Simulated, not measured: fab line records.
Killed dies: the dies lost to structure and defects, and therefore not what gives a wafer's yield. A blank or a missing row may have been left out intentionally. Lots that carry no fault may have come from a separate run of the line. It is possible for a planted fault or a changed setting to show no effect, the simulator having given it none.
Struck lot and sound lot, side by side ; flow berkeley-cmos170 ; 27 steps out of a route of 331
Sound: wafers L921.3, L921.4, L921.6. The struck wafers were L928.1, L928.5, L928.6. The cause comes at the end.
Each step with rows lists, per side, the tool, then ch with its chambers, then its first start. Under that, the readings that differ: sound wafers ; struck wafers ; difference of the means ; sigmas: that difference in standard deviations of wafers without a fault.
alike: words and numbers the same on both sides, and readings whose means are apart by under 2 such deviations; not compared: readings that were withheld, readings missing a value for some wafer, numbers with overlapping values and no deviation given by the record, and bounds like >300 which may hide the same value.
Wherever a step has rows on one side only, a row that says differs or no value, or a row with sigmas, the two part there. When numbers do not overlap yet have no deviation, they are printed without sigmas and do not part them. A reading that every wafer of one side lacks parts them only if that side has two wafers or more.

first, 1 step without rows for these wafers: UCB170_PSD_IMPLANT_08.
UCB170_PSD_STRIP_09: strips in O2.
  sound on plasma-asher-04 ch 0,1, day 9 04:05; struck on plasma-asher-03 ch 0,1, day 10 14:04
  alike: drypump-motor-current-A, oes-product-au, strip-time-to-endpoint-s
  not compared: rf-hours-counter-h
UCB170_PSD_TW_MEAS_10:
  sound on film-metro-01, day 9 04:10; struck on film-metro-02, day 10 14:10
  alike: PSD_TW
then, 7 steps without rows for these wafers: UCB170_PSD_CLEAN_11 (cleans in SPM, time 600 s); UCB170_NSD_HMDS_00 (prime time 60 s); UCB170_NSD_COAT_01 (resist thk 900 nm); UCB170_NSD_SOFTBAKE_02 (time 60 s); UCB170_NSD_EXPOSE_03 (exposes mask NSELECT MOD, target cd 1200 nm); UCB170_NSD_PEB_04; UCB170_NSD_DEVELOP_05 (develop time 45 s).
UCB170_NSD_CD_MEAS_06: the cd target is 1200 nm.
  sound on cd-sem-01, day 9 05:47; struck on cd-sem-02, day 10 15:44
  alike: cd-nm
UCB170_NSD_OVL_MEAS_07:
  sound on overlay-02, day 9 05:53; struck on overlay-01, day 10 15:51
  alike: NSD_OVL
UCB170_NSD_IMPLANT_08:
  sound on implanter-04 ch 0, day 9 05:58; struck on implanter-03 ch 0, day 10 15:53
reading;sound;struck;difference;sigmas
dose-ions-cm2;2.997e+15 3.005e+15 3.006e+15;3.072e+15 3.07e+15 3.073e+15;+6.900e+13;+20
  alike: beam-on-s
UCB170_NSD_STRIP_09: strips in O2.
  sound on plasma-asher-01 ch 0,1, day 9 06:05; struck on plasma-asher-04 ch 0,1, day 10 16:02
reading;sound;struck;difference;sigmas
strip-time-to-endpoint-s (s);35.77 35.80 35.62;35.97 35.92 35.95;+0.22;+3
  alike: drypump-motor-current-A, oes-product-au
  not compared: rf-hours-counter-h
UCB170_NSD_TW_MEAS_10:
  sound on film-metro-04, day 9 06:11; struck on film-metro-01, day 10 16:08
reading;sound;struck;difference;sigmas
NSD_TW;4252 4224 4252;4150 4134 4146;-99;-2
then, 4 steps without rows for these wafers: UCB170_NSD_CLEAN_11 (cleans in SPM, time 600 s); UCB170_BACKSIDE_HMDS_00 (prime time 60 s); UCB170_BACKSIDE_COAT_01 (resist thk 900 nm); UCB170_BACKSIDE_SOFTBAKE_02 (time 60 s).
UCB170_BACKSIDE_STRIP_03: strips in O2.
  sound on plasma-asher-04 ch 0,1, day 9 06:58; struck on plasma-asher-01 ch 0,1, day 10 17:00
  alike: drypump-motor-current-A, oes-product-au, strip-time-to-endpoint-s
  not compared: rf-hours-counter-h
then, 1 step without rows for these wafers: UCB170_BACKSIDE_CLEAN_04 (cleans in SPM, time 600 s).
UCB170_SDANNEAL_RTA_00: time 10 s.
  sound on rtp-anneal-02 ch 0, day 9 07:28; struck on rtp-anneal-02 ch 0, day 10 17:16
  alike: lamp-power-pct, wafer_temp_C_max
UCB170_SDANNEAL_RTA_01: time 5 s.
  sound on rtp-anneal-02 ch 0, day 9 07:32; struck on rtp-anneal-02 ch 0, day 10 17:20
  alike: lamp-power-pct, wafer_temp_C_max
UCB170_SDANNEAL_RS_MEAS_02: measurement is done with a four-point probe.
  sound on film-metro-01, day 9 07:38; struck on film-metro-01, day 10 17:24
reading;sound;struck;difference;sigmas
PSD_RS (ohm/sq);75.3 74.9 75.2;76.0 75.6 76.3;+0.8;+3
UCB170_SDANNEAL_RS_MEAS_03: measurement is done with a four-point probe.
  sound on film-metro-01, day 9 07:45; struck on film-metro-01, day 10 17:31
reading;sound;struck;difference;sigmas
NSD_RS (ohm/sq);37.24 37.16 37.32;36.88 36.98 36.96;-0.30;-3
UCB170_SDANNEAL_RS_MEAS_04: measurement is done with a four-point probe.
  sound on film-metro-01, day 9 07:52; struck on film-metro-01, day 10 17:38
reading;sound;struck;difference;sigmas
PLDD_RS (ohm/sq);1033.0 1033.2 1032.8;1024.3 1029.2 1028.0;-5.8;-2
UCB170_M3_PROBE_99:
  sound wafers here have rows in the record (prober-02, day 10 04:26); struck ones have none

## WHERE THEY PART
Last at UCB170_M3_PROBE_99 as far as this record goes, first at UCB170_NSD_IMPLANT_08.

WHY: whatever the simulator had introduced
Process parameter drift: implanter-03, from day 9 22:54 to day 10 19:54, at UCB170_NSD_IMPLANT_08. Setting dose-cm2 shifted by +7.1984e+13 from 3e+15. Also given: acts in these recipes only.
